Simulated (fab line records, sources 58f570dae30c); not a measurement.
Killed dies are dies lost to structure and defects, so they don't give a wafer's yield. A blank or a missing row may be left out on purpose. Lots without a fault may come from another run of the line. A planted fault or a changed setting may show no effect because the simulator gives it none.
Problem report in the 8D (eight disciplines) form, filled by code | flow berkeley_cmos170 | the parts of the form that need people (team, actions taken, sign-off) are left out

1. THE PROBLEM
strip_time_to_endpoint_s at UCB170_V1_STRIP_15 reads a mean of 13.19 s on 2 wafers of 2 lots; wafers without a fault read 15.38 s with a standard deviation of 0.12. That is -18 standard deviations from the usual mean.
The step: strips in O2.
First seen on wafer L494.3, day 9 07:03, on plasma_asher-01. The record holds 38 wafers of 14 lots with a number at this step. Rule for "out", or "out of limits": more than 4 standard deviations from the usual mean. The other wafers with a number count as sound.

2. WHAT IT IS AND WHAT IT IS NOT
question                    | is                               | is not
which readings at this step | strip_time_to_endpoint_s         | drypump_motor_current_A, oes_product_au
which lots                  | L491, L494                       | L482, L483, L484, L486, L487, L495, L496, L498, L500, L502, L503, L505
which wafers of those lots  | all that have a number           | -
read on which tools         | plasma_asher-01, plasma_asher-03 | plasma_asher-04
when                        | from day 9 07:03                 | up to then (15 sound wafers); but 21 sound wafers of L495, L496, L498, L500, L502, L503, L505 came after

3. SUSPECTS, AND WHAT RULES EACH OUT
Counting: a tool at a process step up to the reading stays a suspect if it ran every lot that is out and no sound lot after the first of them.
- rie_diel-03 at UCB170_V1_ETCH_14 (etches SiO2 in CHF3/CF4/Ar, stops on Al, target depth 1250 nm, time 291 s): kept. It ran every lot that is out, first L494 (day 9 06:50), and no sound lot after that; its last sound lot up to then is L486 (day 8 05:58).
Left after counting: rie_diel-03 at UCB170_V1_ETCH_14.

4. THE CAUSE (what the simulator had put in)
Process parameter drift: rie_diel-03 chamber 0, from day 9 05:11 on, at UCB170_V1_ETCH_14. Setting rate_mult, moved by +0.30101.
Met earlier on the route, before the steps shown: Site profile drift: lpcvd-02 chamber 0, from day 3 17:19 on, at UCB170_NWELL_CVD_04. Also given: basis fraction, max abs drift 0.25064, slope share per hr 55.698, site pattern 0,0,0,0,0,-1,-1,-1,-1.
Counting left only this tool.

5. THE CHAIN OF EFFECTS, in route order
Each row: a reading whose mean over the struck wafers that have a number lies more than 3 standard deviations from the usual. Only readings for which the record gives a usual standard deviation are gone through. hours: the time from each lot's start at the first step in this table that gives one to its start at this step, as a median over the lots. sigmas: the change in usual standard deviations.
hours | step               | reading                  | usual   | on struck wafers | change | sigmas
0     | UCB170_V1_STRIP_15 | strip_time_to_endpoint_s | 15.38 s | 13.19            | -2.19  | -18
The process steps in it:
- UCB170_V1_STRIP_15: strips in O2.
Later measuring or inspecting steps at which every struck wafer that the step has a row for has a number for every such reading, and none has moved that far: UCB170_V1_CD_MEAS_90.

6. WHAT WOULD HAVE CAUGHT IT SOONER
In this record the first reading out of limits was taken at day 9 07:03, 2 hours after the fault began at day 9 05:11.
Of the tool readings at UCB170_V1_ETCH_14 for which the record gives a usual standard deviation, none was out on any struck wafer, so an alarm limit of 4 standard deviations on them would not have fired.
Of the lots that are out (2), L491 began UCB170_V1_ETCH_14 on rie_diel-03 after day 9 07:03. A hold on the tool at that time would have spared it.
